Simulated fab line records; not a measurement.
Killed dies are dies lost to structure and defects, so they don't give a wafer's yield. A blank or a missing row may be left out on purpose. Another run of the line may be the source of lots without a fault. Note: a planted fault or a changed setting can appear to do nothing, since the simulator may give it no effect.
A struck lot beside a sound one | flow berkeley_cmos170 | 16 steps out of a route of 331
Sound: wafers L815.1, L815.3, L815.6. The struck wafers were L825.1, L825.2, L825.4. The cause is named last.
Order at every step that has rows: each side's tool, ch and its chambers, its first start. Under that, the readings that differ: sound wafers | struck wafers | difference of the means | sigmas: that difference in standard deviations of wafers without a fault.
alike: readings whose means differ by less than 2 such deviations, and words and numbers that are the same on both sides. not compared: withheld readings, readings that some wafer has no value for, bounds like >300 that may hide the same value, and numbers for which the record gives no deviation and whose values overlap.
A row with sigmas, a row that says differs or no value, or rows on one side alone: a step with any of these is where the two part. When numbers do not overlap yet have no deviation, they are printed without sigmas and do not part them. A reading that every wafer of one side lacks parts them only if that side has two wafers or more.

first, 5 steps without rows for these wafers: UCB170_M1_COAT_04 (resist thk 900 nm); UCB170_M1_SOFTBAKE_05 (time 60 s); UCB170_M1_EXPOSE_06 (exposes mask METAL1, target cd 700 nm); UCB170_M1_PEB_07; UCB170_M1_DEVELOP_08 (develop time 45 s).
UCB170_M1_CD_MEAS_09: the cd target is 700 nm.
  sound: cd_sem-01 at day 8 19:06; struck: cd_sem-02 at day 11 02:54
  alike: cd_nm
UCB170_M1_OVL_MEAS_10:
  sound: overlay-02 at day 8 19:13; struck: overlay-01 at day 11 03:01
  alike: M1_OVL
UCB170_M1_ETCH_11: etches BARC in N2/H2.
  sound on rie_diel-04 ch 0,1,2, day 8 19:16; struck on rie_diel-01 ch 0,1,3, day 11 03:04
  alike: drypump_motor_current_A, h2_flow_sccm, n2_flow_sccm, oes_product_au, throttle_valve_pct
UCB170_M1_METAL_ETCH_12: etches Al in Cl2/BCl3, stops on PSG, target depth 780 nm, time 130 s.
  sound on rie_metal-03 ch 0,1, day 8 19:18; struck on rie_metal-04 ch 0,1, day 11 03:06
  alike: drypump_motor_current_A, oes_product_au, throttle_valve_pct
  not compared: rf_hours_counter_h
UCB170_M1_STRIP_13: strips in O2.
  sound on plasma_asher-02 ch 0,1, day 8 19:26; struck on plasma_asher-01 ch 0,1, day 11 03:14
  alike: drypump_motor_current_A, oes_product_au
  not compared: rf_hours_counter_h
UCB170_M1_CD_MEAS_90: the cd target is 700 nm.
  sound: cd_sem-01 at day 8 19:32; struck: cd_sem-01 at day 11 03:20
  alike: cd_nm
then, 1 step without rows for these wafers: UCB170_M1_ANNEAL_14 (time 1200 s).
UCB170_V1_CVD_00: deposits SiO2 from TEOS/O2, target thk 2000 nm, time 250 s.
  sound on pecvd-01 ch 1,2, day 9 01:23; struck on pecvd-01 ch 0,2, day 11 05:47
  reading                             | sound             | struck            | difference | sigmas
  rf_fwd_power_W (W)                  | 548.8 552.9 548.7 | 768.7 768.2 766.7 | +217.7     | +99 or more
  model.SiO2_of_V1_CVD_00.thk_nm (nm) | 1984 1945 2019    | 2177 2191 2219    | +213       |
  alike: heater_power_w
UCB170_V1_THK_MEAS_01:
  sound: film_metro-03 at day 9 01:32; struck: film_metro-01 at day 11 05:56
  reading          | sound          | struck         | difference | sigmas
  V1_TEOS_THK (nm) | 1984 1946 2019 | 2175 2191 2220 | +212       | +8
UCB170_V1_CMP_02: polishes SiO2.
  sound on cmp-02 ch 1,2, day 9 01:36; struck on cmp-01 ch 0,2,3, day 11 05:59
  alike: motor_current_A
UCB170_M3_PROBE_99:
  the record has rows for the struck wafers here (prober-02, day 11 17:28) and none for the sound ones

== WHERE THEY PART ==
At UCB170_V1_CVD_00 first; at UCB170_M3_PROBE_99 last (within this record only).

WHY: what the simulator had put in
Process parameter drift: pecvd-01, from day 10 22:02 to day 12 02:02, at UCB170_V1_CVD_00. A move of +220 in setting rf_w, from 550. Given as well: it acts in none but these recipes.
